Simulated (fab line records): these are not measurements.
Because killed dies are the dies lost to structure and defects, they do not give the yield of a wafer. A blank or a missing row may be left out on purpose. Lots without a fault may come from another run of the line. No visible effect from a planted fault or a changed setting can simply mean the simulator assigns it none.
Which of the tools did it?	flow ritCmos	14 lots, 42 wafers sampled, at 2 steps of a route of 202

WHAT THE GAUGES READ, wafer by wafer
The record holds no reading of a measuring or inspecting step that can be judged against a usual standard deviation.

TOOL THAT RAN EACH LOT (tool first, then ch and the chambers of the sampled wafers, then the start)
lot	RIT_PRETRO_IMPLANT_08	RIT_M1_PROBE_99
L332	implanter-01 ch 0, day 2 14:45	prober-01, day 3 19:29
L333	implanter-02 ch 0, day 2 22:24	prober-02, day 4 01:47
L334	implanter-01 ch 0, day 3 03:29	prober-01, day 4 05:00
L335	implanter-02 ch 0, day 3 04:45	prober-01, day 4 09:59
L336	implanter-01 ch 0, day 3 11:08	prober-02, day 4 16:46
L337	implanter-03 ch 0, day 3 15:16	prober-01, day 4 18:32
L338	implanter-02 ch 0, day 3 18:58	prober-02, day 4 23:29
L339	implanter-02 ch 0, day 4 02:04	prober-01, day 5 07:42
L340	implanter-03 ch 0, day 4 08:13	prober-02, day 5 16:29
L341	implanter-03 ch 0, day 4 15:55	prober-02, day 5 17:59
L342	implanter-02 ch 0, day 4 16:34	prober-02, day 5 21:31
L346	implanter-02 ch 0, day 5 11:26	prober-02, day 6 14:13
L353	implanter-03 ch 0, day 6 21:31	prober-01, day 8 01:25
L354	implanter-03 ch 0, day 7 03:53	prober-02, day 8 07:41
- RIT_PRETRO_IMPLANT_08
- RIT_M1_PROBE_99

AS READ BY THE TOOLS THEMSELVES (means over the sampled wafers that have a number; for cases with no such wafer, the mark the record gives instead)
RIT_PRETRO_IMPLANT_08.
lot	tool	tiltDeg (degrees)
L332	implanter-01	6.980
L333	implanter-02	6.988
L334	implanter-01	6.995
L335	implanter-02	7.008
L336	implanter-01	6.991
L337	implanter-03	6.992
L338	implanter-02	6.996
L339	implanter-02	6.989
L340	implanter-03	7.004
L341	implanter-03	6.976
L342	implanter-02	6.248
L346	implanter-02	6.253
L353	implanter-03	6.989
L354	implanter-03	7.001

RIT_M1_PROBE_99.
lot	tool	killedAtContacts	killedAtFrontEnd	killedDies	killedOnRim	killedOpen	killedShort
L332	prober-01	0.0	7.7	7.7	1.3	4.3	3.3
L333	prober-02	0.0	7.0	7.0	1.0	4.7	2.3
L334	prober-01	0.0	10.3	10.3	3.0	4.7	5.3
L335	prober-01	0.0	7.7	7.7	3.0	3.3	4.3
L336	prober-02	1.0	7.0	8.0	2.3	5.3	2.7
L337	prober-01	0.0	7.7	7.7	2.3	2.7	5.0
L338	prober-02	0.0	6.0	6.0	2.3	3.7	2.3
L339	prober-01	0.0	7.7	7.7	2.0	4.7	3.0
L340	prober-02	0.0	5.7	5.7	1.7	3.0	2.7
L341	prober-02	0.3	9.3	9.7	3.0	4.3	5.0
L342	prober-02	0.3	6.3	6.7	1.7	3.7	3.0
L346	prober-02	0.0	6.3	6.3	2.3	3.3	3.0
L353	prober-01	0.0	4.7	4.7	2.7	3.3	1.0
L354	prober-02	0.3	12.0	12.3	4.0	5.0	7.3

THE ANSWER, worked out from the rows above alone
Rule: the lots themselves supply what counts as usual. The widest of any qualifying gaps counts: lots, ordered by their means at a reading, are off when they make up no more than a third of the lots, leave a main group of 4 or more, and stand apart from it by 3 or more times the standard deviation of that group's means. If all means in a main group match to the digits the tables above print for the reading, that group is not used. A lot without any number at a reading at which 4 lots or more have one is off too. The other lots that the step has rows for count as sound. Order of review: gauges by route order, followed by the tools' own readings, for which a lot's mean as printed above is used. The first step at which some lot is off is used, and at that step the reading that is off furthest; a lot without a number counts as furthest.
Off: L342, L346 (RIT_PRETRO_IMPLANT_08, tiltDeg). The main group: mean 6.992 degrees, standard deviation 0.0088.
A tool fits if, at that step or a process step before it, it ran every lot that is off, and no sound lot after the first of them. One candidate fits, namely implanter-02 at RIT_PRETRO_IMPLANT_08. Its last sound lot is L339 (day 4 02:04), its first lot that is off L342 (day 4 16:34): a fault that began between those two fits.
The tool's own readings at RIT_PRETRO_IMPLANT_08 bear it out: on the lots that are off they differ by more than 5 times the standard deviation of the sound lots' means. tiltDeg reads 6.251 degrees there against 6.992 degrees on the sound lots.

WHAT THE SIMULATOR PUT IN
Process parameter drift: implanter-02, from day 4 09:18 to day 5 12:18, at RIT_PRETRO_IMPLANT_08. Setting tiltDeg, moved by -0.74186, from 7. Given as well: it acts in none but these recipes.
Lots struck among those shown: L342, L346. The rule above found the same.
